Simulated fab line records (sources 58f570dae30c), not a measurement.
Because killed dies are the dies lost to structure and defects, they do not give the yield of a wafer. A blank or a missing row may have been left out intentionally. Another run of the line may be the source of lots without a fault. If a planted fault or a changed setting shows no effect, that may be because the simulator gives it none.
Split-lot study    flow berkeley cmos170    on a route of 331 steps: 5 lots, 23 wafers read

## ON THE SPLIT
At UCB170_PVT_IMPLANT_07, the setting dose cm2 was moved away from the recipe's 2e+12 on 4 of the 23 wafers read, by -7.4% to -5.1%. This setting was run at the recipe's value on the other wafers.

## FROM THE SPLIT TO THE READING: what the file shows between them, 1 step
- UCB170_PVT_STRIP_08: strips in O2

## THE READING
PVT_TW, at UCB170_PVT_TW_MEAS_09. A value of 509 with a standard deviation of 3.7 is what fault-free wafers of this fab line usually give.

wafer   tool, chamber at the split  dose cm2 as run  against the recipe  PVT_TW  against lot-mates on the recipe
L077.1  implanter-02, 0             2e+12            recipe              509     -
L077.3  implanter-02, 0             2e+12            recipe              509     -
L077.4  implanter-02, 0             2e+12            recipe              510     -
L077.5  implanter-02, 0             2e+12            recipe              510     -
L077.6  implanter-02, 0             2e+12            recipe              511     -
L078.1  implanter-03, 0             2e+12            recipe              509     -
L078.3  implanter-03, 0             1.898e+12        -5.1%               500     -8
L078.4  implanter-03, 0             2e+12            recipe              505     -
L078.5  implanter-03, 0             2e+12            recipe              510     -
L078.6  implanter-03, 0             1.898e+12        -5.1%               500     -8
L079.1  implanter-03, 0             2e+12            recipe              511     -
L079.2  implanter-03, 0             1.853e+12        -7.4%               496     -14
L079.3  implanter-03, 0             2e+12            recipe              510     -
L079.4  implanter-03, 0             2e+12            recipe              508     -
L079.5  implanter-03, 0             1.853e+12        -7.4%               495     -15
L081.1  implanter-04, 0             2e+12            recipe              506     -
L081.3  implanter-04, 0             2e+12            recipe              507     -
L081.6  implanter-04, 0             2e+12            recipe              509     -
L083.1  implanter-02, 0             2e+12            recipe              509     -
L083.3  implanter-02, 0             2e+12            recipe              507     -
L083.4  implanter-02, 0             2e+12            recipe              510     -
L083.5  implanter-02, 0             2e+12            recipe              510     -
L083.6  implanter-02, 0             2e+12            recipe              511     -

THE FIT
A straight line over all 23 wafers: PVT_TW changes by +1.81 for each +1% of dose cm2; r = +0.94; the points scatter about the line by 1.6.
The same after taking each lot's own level away (the mean of its wafers on the recipe; 23 wafers): +1.82 for each +1%; r = +0.96; scatter 1.4.
That fit puts the effect of the largest move of dose cm2 on the reading at 13.
The span of the lots' own levels, 507.3 to 509.8, comes to 0.7 times the standard deviation stated above.
So the lot-to-lot level changes the slope little: the two slopes agree.
Check: with one of the wafers moved furthest among these (-7.4%) left out of the fit, the line predicts -13.1 for it against its lot-mates. Against them it came out at -13.7.

## THESE WAFERS: OTHER SPLITS
Note: prior to the reading, these wafers also went through further splits. Each is held against what the fit with the lots' levels taken away leaves over:
other split on the same wafers          wafers away from the commonest value  r with PVT_TW (lot level and that fit taken away)
UCB170_SACOX_OXIDATION_01 temp c        15                                    -0.15
UCB170_SCREENOX_OXIDATION_01 ox time s  18                                    +0.19
UCB170_NVT_IMPLANT_07 dose cm2          4                                     -0.18

## THE FILE'S OWN FIT
PVT_TW changes by +1.78 for each +1% of dose cm2, r = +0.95.
